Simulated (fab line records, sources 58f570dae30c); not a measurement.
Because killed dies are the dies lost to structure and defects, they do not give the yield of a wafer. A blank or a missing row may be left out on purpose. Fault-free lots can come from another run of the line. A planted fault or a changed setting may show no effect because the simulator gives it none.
What tool caused it? ; flow berkeley_cmos170 ; 14 lots, 42 wafers sampled, at 5 steps of a route of 331

== WHAT THE GAUGES READ, wafer by wafer ==
UCB170_NLDD_TW_MEAS_11.
lot;measured;on;NLDD_TW
L651;day 6 20:52;film_metro-02;2208 2193 2202
L649;day 6 21:43;film_metro-02;2207 2198 2207
L650;day 6 21:50;film_metro-01;2219 2233 2230
L653;day 7 21:46;film_metro-01;2222 2226 2227
L654;day 7 22:44;film_metro-01;2219 2232 2214
L655;day 7 23:55;film_metro-01;2213 2215 2222
L652;day 8 00:11;film_metro-02;2202 2195 2214
L661;day 9 09:11;film_metro-04;2227 2229 2231
L659;day 9 09:51;film_metro-01;2230 2218 2210
L660;day 9 10:10;film_metro-04;2230 2226 2239
L666;day 10 05:47;film_metro-01;2222 2233 2221
L665;day 10 06:46;film_metro-01;2221 2222 2228
L667;day 10 07:16;film_metro-01;2222 2215 2221
L668;day 10 21:19;film_metro-01;2225 2223 2221

UCB170_M2_OVL_MEAS_16.
lot;measured;on;M2_OVL (nm)
L651;day 8 02:16;overlay-02;1 7 1
L649;day 8 02:04;overlay-01;-8 -5 -6
L650;day 8 02:29;overlay-01;6 -1 1
L653;day 8 22:09;overlay-02;-2 1 -1
L654;day 9 03:51;overlay-02;-4 -2 -5
L655;day 9 03:07;overlay-02;-6 -11 -4
L652;day 9 03:32;overlay-01;-1 -3 -9
L661;day 10 21:59;overlay-01;10 3 3
L659;day 10 22:11;overlay-01;6 2 6
L660;day 10 23:09;overlay-01;6 3 3
L666;day 11 13:05;overlay-02;-4 0 4
L665;day 11 12:26;overlay-02;1 1 -1
L667;day 11 13:02;overlay-01;-10 -4 -10
L668;day 12 02:47;overlay-02;2 7 -2

UCB170_V2_THK_MEAS_01.
lot;measured;on;V2_TEOS_THK (nm)
L651;day 8 02:55;film_metro-03;1971 1957 1969
L649;day 8 02:44;film_metro-02;1972 2008 2026
L650;day 8 03:08;film_metro-01;1995 2020 1999
L653;day 8 22:48;film_metro-01;2020 2013 2014
L654;day 9 04:29;film_metro-02;2004 2014 2052
L655;day 9 03:46;film_metro-03;2006 2016 2013
L652;day 9 04:22;film_metro-03;1994 1986 2002
L661;day 10 22:38;film_metro-02;2004 2023 2020
L659;day 10 23:11;film_metro-03;3980 3961 3969
L660;day 11 00:08;film_metro-01;4009 3972 4028
L666;day 11 13:44;film_metro-03;1987 2001 2030
L665;day 11 13:08;film_metro-01;1997 1994 2006
L667;day 11 13:41;film_metro-01;2026 2024 2015
L668;day 12 03:26;film_metro-03;1996 1997 2010

== TOOL THAT RAN EACH LOT (tool first, then ch and the chambers of the sampled wafers, then the start) ==
lot;UCB170_SDANNEAL_RTA_00;UCB170_V2_CVD_00
L651;rtp_anneal-02 ch 0, day 7 07:12;pecvd-01 ch 0,1,2, day 8 02:45
L649;rtp_anneal-01 ch 0, day 7 07:31;pecvd-04 ch 0,2, day 8 02:34
L650;rtp_anneal-01 ch 0, day 7 07:42;pecvd-04 ch 0,2, day 8 02:59
L653;rtp_anneal-02 ch 0, day 8 06:53;pecvd-01 ch 0,1,2, day 8 22:41
L654;rtp_anneal-01 ch 0, day 8 07:27;pecvd-04 ch 0,2, day 9 04:19
L655;rtp_anneal-02 ch 0, day 8 07:27;pecvd-04 ch 0,1,2, day 9 03:36
L652;rtp_anneal-01 ch 0, day 8 08:07;pecvd-01 ch 1,2, day 9 04:12
L661;rtp_anneal-02 ch 0, day 9 21:26;pecvd-03 ch 0,2, day 10 22:27
L659;rtp_anneal-01 ch 0, day 9 21:45;pecvd-01 ch 0,1,2, day 10 22:45
L660;rtp_anneal-02 ch 0, day 9 22:11;pecvd-04 ch 1,2, day 10 23:38
L666;rtp_anneal-01 ch 0, day 10 15:47;pecvd-04 ch 0,1,2, day 11 13:37
L665;rtp_anneal-02 ch 0, day 10 15:56;pecvd-04 ch 0,1,2, day 11 12:56
L667;rtp_anneal-01 ch 0, day 10 16:12;pecvd-03 ch 0,1,2, day 11 13:35
L668;rtp_anneal-01 ch 0, day 11 09:58;pecvd-01 ch 0,1,2, day 12 03:16
- UCB170_SDANNEAL_RTA_00: time 10.32 s.
- UCB170_V2_CVD_00: deposits SiO2 from TEOS/O2, target thk 2000 nm, time 250 s.

== AS READ BY THE TOOLS THEMSELVES (means over the sampled wafers that have a number; for cases with no such wafer, the mark the record gives instead) ==
UCB170_SDANNEAL_RTA_00.
lot;tool;lamp_power_pct (%);wafer_temp_C_max
L651;rtp_anneal-02;25.5;902.8
L649;rtp_anneal-01;29.6;903.9
L650;rtp_anneal-01;29.6;903.7
L653;rtp_anneal-02;25.5;903.6
L654;rtp_anneal-01;29.6;904.3
L655;rtp_anneal-02;25.5;903.7
L652;rtp_anneal-01;29.5;903.9
L661;rtp_anneal-02;25.6;904.2
L659;rtp_anneal-01;29.6;904.3
L660;rtp_anneal-02;25.5;902.8
L666;rtp_anneal-01;29.6;903.7
L665;rtp_anneal-02;25.5;903.2
L667;rtp_anneal-01;29.6;903.6
L668;rtp_anneal-01;29.6;904.2

UCB170_V2_CVD_00.
lot;tool;heater_power_w (W)
L651;pecvd-01;302
L649;pecvd-04;205
L650;pecvd-04;170
L653;pecvd-01;241
L654;pecvd-04;177
L655;pecvd-04;198
L652;pecvd-01;256
L661;pecvd-03;280
L659;pecvd-01;270
L660;pecvd-04;222
L666;pecvd-04;200
L665;pecvd-04;198
L667;pecvd-03;254
L668;pecvd-01;266

== THE ANSWER, worked out from the rows above alone ==
Rule: the usual values come from the lots themselves. The widest of any qualifying gaps counts: lots, ordered by their means at a reading, are off when they make up no more than a third of the lots, leave a main group of 4 or more, and stand apart from it by 3 or more times the standard deviation of that group's means. If all means in a main group match to the digits the tables above print for the reading, that group is not used. Also off: a lot with no number at a reading for which 4 or more lots have one. All remaining lots with rows at the step are treated as sound. The gauges are gone through in route order, then the tools' own readings, and for those a lot's mean is taken as printed above. At the first step where some lot is off, the reading lying furthest off is the one used; lots without a number count as furthest.
Off: L659, L660, at UCB170_V2_THK_MEAS_01 (V2_TEOS_THK). The main group has a mean of 2005 nm with a standard deviation of 15.
A tool fits if, at a process step before that reading, it ran every lot that is off, and no sound lot after the first of them. Gauges at UCB170_V2_THK_MEAS_01: tried the same way as those tools. Of those tried, none fits.

== WHAT WAS PUT IN BY THE SIMULATOR ==
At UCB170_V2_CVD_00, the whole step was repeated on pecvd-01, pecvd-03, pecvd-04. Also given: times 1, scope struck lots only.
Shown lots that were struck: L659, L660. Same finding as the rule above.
